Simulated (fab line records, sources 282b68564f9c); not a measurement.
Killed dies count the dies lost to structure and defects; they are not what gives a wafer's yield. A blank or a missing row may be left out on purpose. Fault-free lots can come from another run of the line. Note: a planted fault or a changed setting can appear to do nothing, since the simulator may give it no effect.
Split-lot experiment | flow rit cmos | on a route of 202 steps: 5 lots, 23 wafers read

== SPLIT DETAILS ==
At RIT_SILICIDE_SPUTTER_01 (material Ti, target thk 30 nm, time 240 s), the setting power w was moved away from the recipe's 350 W on 5 of the 23 wafers read, by -3.8% to -3.2%. For the rest of the wafers, this setting stayed at what the recipe calls for.

Between the split and the reading, the file records no step.

== THE READING ==
Measured at RIT_SILICIDE_RS_MEAS_02 by four-point probe: SILICIDE_TI_RS, in ohm/sq. Typical for fault-free wafers on this fab line: 48.0 ohm/sq, with standard deviation 0.79 ohm/sq.

wafer  | tool, chamber at the split | power w as run, W | against the recipe | SILICIDE_TI_RS, ohm/sq | against lot-mates on the recipe
L074.1 | pvd sputter-04, -          | 350               | recipe             | 47.9                   | -
L074.2 | pvd sputter-04, -          | 350               | recipe             | 48.7                   | -
L074.3 | pvd sputter-04, -          | 350               | recipe             | 49.0                   | -
L074.4 | pvd sputter-04, -          | 350               | recipe             | 48.2                   | -
L074.6 | pvd sputter-04, -          | 350               | recipe             | 48.7                   | -
L078.1 | pvd sputter-04, -          | 338.9             | -3.2%              | 49.8                   | +2.7
L078.2 | pvd sputter-04, -          | 350               | recipe             | 47.0                   | -
L078.4 | pvd sputter-04, -          | 350               | recipe             | 47.0                   | -
L078.5 | pvd sputter-04, -          | 338.9             | -3.2%              | 48.8                   | +1.7
L078.6 | pvd sputter-04, -          | 350               | recipe             | 47.3                   | -
L081.2 | pvd sputter-01, -          | 350               | recipe             | 50.1                   | -
L081.3 | pvd sputter-01, -          | 350               | recipe             | 48.3                   | -
L081.6 | pvd sputter-01, -          | 350               | recipe             | 49.4                   | -
L082.1 | pvd sputter-03, -          | 350               | recipe             | 47.3                   | -
L082.3 | pvd sputter-03, -          | 350               | recipe             | 47.8                   | -
L082.4 | pvd sputter-03, -          | 350               | recipe             | 48.3                   | -
L082.5 | pvd sputter-03, -          | 350               | recipe             | 48.1                   | -
L082.6 | pvd sputter-03, -          | 350               | recipe             | 48.1                   | -
L085.1 | pvd sputter-01, -          | 350               | recipe             | 48.9                   | -
L085.2 | pvd sputter-01, -          | 336.6             | -3.8%              | 51.4                   | +2.4
L085.4 | pvd sputter-01, -          | 336.6             | -3.8%              | 50.6                   | +1.6
L085.5 | pvd sputter-01, -          | 336.6             | -3.8%              | 51.5                   | +2.5
L085.6 | pvd sputter-01, -          | 350               | recipe             | 49.0                   | -

FIT RESULTS
A straight line over all 23 wafers: SILICIDE_TI_RS changes by -0.622 ohm/sq for each +1% of power w; r = -0.75; the points scatter about the line by 0.86 ohm/sq.
The same after taking each lot's own level away (the mean of its wafers on the recipe; 23 wafers): -0.614 ohm/sq for each +1%; r = -0.90; scatter 0.45 ohm/sq.
According to that fit, moving power w by its largest amount changes the reading by 2.3 ohm/sq.
The span of the lots' own levels, 47.10 to 49.27 ohm/sq, comes to 2.7 times the standard deviation stated above.
So the lot-to-lot level blurs the effect unless lot-mates are compared.
Check: with one of the wafers moved furthest among these (-3.8%) left out of the fit, the line predicts +2.33 ohm/sq for it against its lot-mates. It came out at +2.45 ohm/sq against them.

== THE OTHER SPLITS THESE WAFERS WENT THROUGH ==
These wafers also went through other splits before the reading. Each is held against what the fit with the lots' levels taken away leaves over:
other split on the same wafers | wafers away from the commonest value | r with SILICIDE_TI_RS (lot level and that fit taken away)
RIT_PSD_COAT_01 spin rpm       | 5                                    | +0.03
RIT_PSD_IMPLANT_08 dose cm2    | 9                                    | -0.14

== FILE'S OWN FIT ==
SILICIDE_TI_RS changes by -0.627 ohm/sq for each +1% of power w, r = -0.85.
